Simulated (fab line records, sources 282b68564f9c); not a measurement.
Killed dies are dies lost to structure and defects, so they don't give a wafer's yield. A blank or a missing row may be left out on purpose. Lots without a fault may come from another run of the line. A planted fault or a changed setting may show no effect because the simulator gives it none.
Which tool did it? | flow rit_cmos | 14 lots, 42 wafers sampled, at 1 step of a route of 202

WHAT THE GAUGES READ, wafer by wafer
The record holds no reading of a measuring or inspecting step that can be judged against a usual standard deviation.

WHICH TOOL RAN EACH LOT (tool, then ch and the chambers of the sampled wafers, then the start)
lot  | RIT_SPACER_ETCHBACK_05
L281 | rie_diel-04 ch 1,2,3, day 3 00:23
L282 | rie_diel-04 ch 1,2,3, day 3 04:41
L283 | rie_diel-02 ch 1,3, day 3 08:01
L284 | rie_diel-03 ch 0,2,3, day 3 12:58
L286 | rie_diel-02 ch 1,2,3, day 4 00:46
L287 | rie_diel-02 ch 1,2,3, day 4 03:55
L288 | rie_diel-03 ch 0,2,3, day 4 08:41
L290 | rie_diel-04 ch 1,2, day 4 19:38
L292 | rie_diel-03 ch 2,3, day 5 04:31
L296 | rie_diel-02 ch 0,1,3, day 6 01:55
L297 | rie_diel-02 ch 1,3, day 6 12:57
L299 | rie_diel-04 ch 0,1,2, day 6 21:22
L302 | rie_diel-03 ch 0,1,2, day 7 11:35
L303 | rie_diel-04 ch 0,1,3, day 7 13:46
- RIT_SPACER_ETCHBACK_05: etches Si3N4 in SF6/CHF3, stops on SiO2, target depth 250 nm, time 240 s.

WHAT THE TOOLS THEMSELVES READ (means of the sampled wafers that have a number; where no wafer has one, the mark that the record gives instead)
RIT_SPACER_ETCHBACK_05. Usual: SF6_flow_sccm 29.99 sccm, standard deviation 0.082; drypump_motor_current_A 5.7 A, standard deviation 0.33; oes_product_au 0.842 a.u., standard deviation 0.018; run_length_s 268.2 s, standard deviation 0.44; throttle_valve_pct 10.29 %, standard deviation 0.13.
lot  | tool        | SF6_flow_sccm (sccm) | drypump_motor_current_A (A) | oes_product_au (a.u.) | run_length_s (s) | throttle_valve_pct (%) | flag
L281 | rie_diel-04 | 30.06                | 5.7                         | 0.851                 | 268.4            | 10.29                  |
L282 | rie_diel-04 | 30.00                | 5.7                         | 0.855                 | 268.3            | 10.30                  |
L283 | rie_diel-02 | 29.92                | 5.7                         | 0.837                 | 268.1            | 10.31                  |
L284 | rie_diel-03 | 29.97                | 5.9                         | 0.846                 | 268.1            | 10.33                  |
L286 | rie_diel-02 | 29.99                | 5.6                         | 0.820                 | 268.0            | 10.36                  |
L287 | rie_diel-02 | 30.00                | 5.6                         | 0.827                 | 267.9            | 10.36                  |
L288 | rie_diel-03 | 30.00                | 5.8                         | 0.842                 | 267.9            | 10.33                  |
L290 | rie_diel-04 | 29.99                | 6.0                         | 0.834                 | 268.5            | 10.27                  |
L292 | rie_diel-03 | 29.97                | 5.7                         | 0.810                 | 267.9            | 10.31                  |
L296 | rie_diel-02 | 30.00                | 5.6                         | 0.986                 | 172.0            | 10.25                  | OFF
L297 | rie_diel-02 | 30.03                | 5.5                         | 0.970                 | 172.0            | 10.31                  | OFF
L299 | rie_diel-04 | 29.99                | 6.1                         | 0.843                 | 268.6            | 10.21                  |
L302 | rie_diel-03 | 30.05                | 5.7                         | 0.848                 | 268.5            | 10.35                  |
L303 | rie_diel-04 | 30.02                | 5.9                         | 0.856                 | 268.6            | 10.29                  |

THE ANSWER, worked out from the rows above alone
Rule: a lot is off if the mean of its wafers that have a number lies more than 3 standard deviations from the usual mean. A lot without any number at a reading at which 4 lots or more have one is off too. The other lots that the step has rows for count as sound. The gauges are gone through in route order, then the tools' own readings, and for those a lot's mean is taken as printed above. The first step at which some lot is off is used, and at that step the reading that is off furthest; a lot without a number counts as furthest.
Off: L296, L297, at RIT_SPACER_ETCHBACK_05 (run_length_s).
A tool fits if, at that step or a process step before it, it ran every lot that is off, and no sound lot after the first of them. One fits: rie_diel-02 at RIT_SPACER_ETCHBACK_05. Its last sound lot is L287 (day 4 03:55), its first lot that is off L296 (day 6 01:55): a fault that began between those two fits.
The tool's own readings at RIT_SPACER_ETCHBACK_05 bear it out: on the lots that are off they differ by more than 5 times the standard deviation of the sound lots' means. oes_product_au reads 0.978 a.u. there against 0.839 a.u. on the sound lots; run_length_s reads 172.0 s there against 268.2 s on the sound lots.

WHAT THE SIMULATOR HAD PUT IN
Process parameter drift: rie_diel-02, from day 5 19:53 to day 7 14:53, at RIT_SPACER_ETCHBACK_05. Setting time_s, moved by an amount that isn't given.
Lots struck among those shown: L296, L297. The rule above found the same.
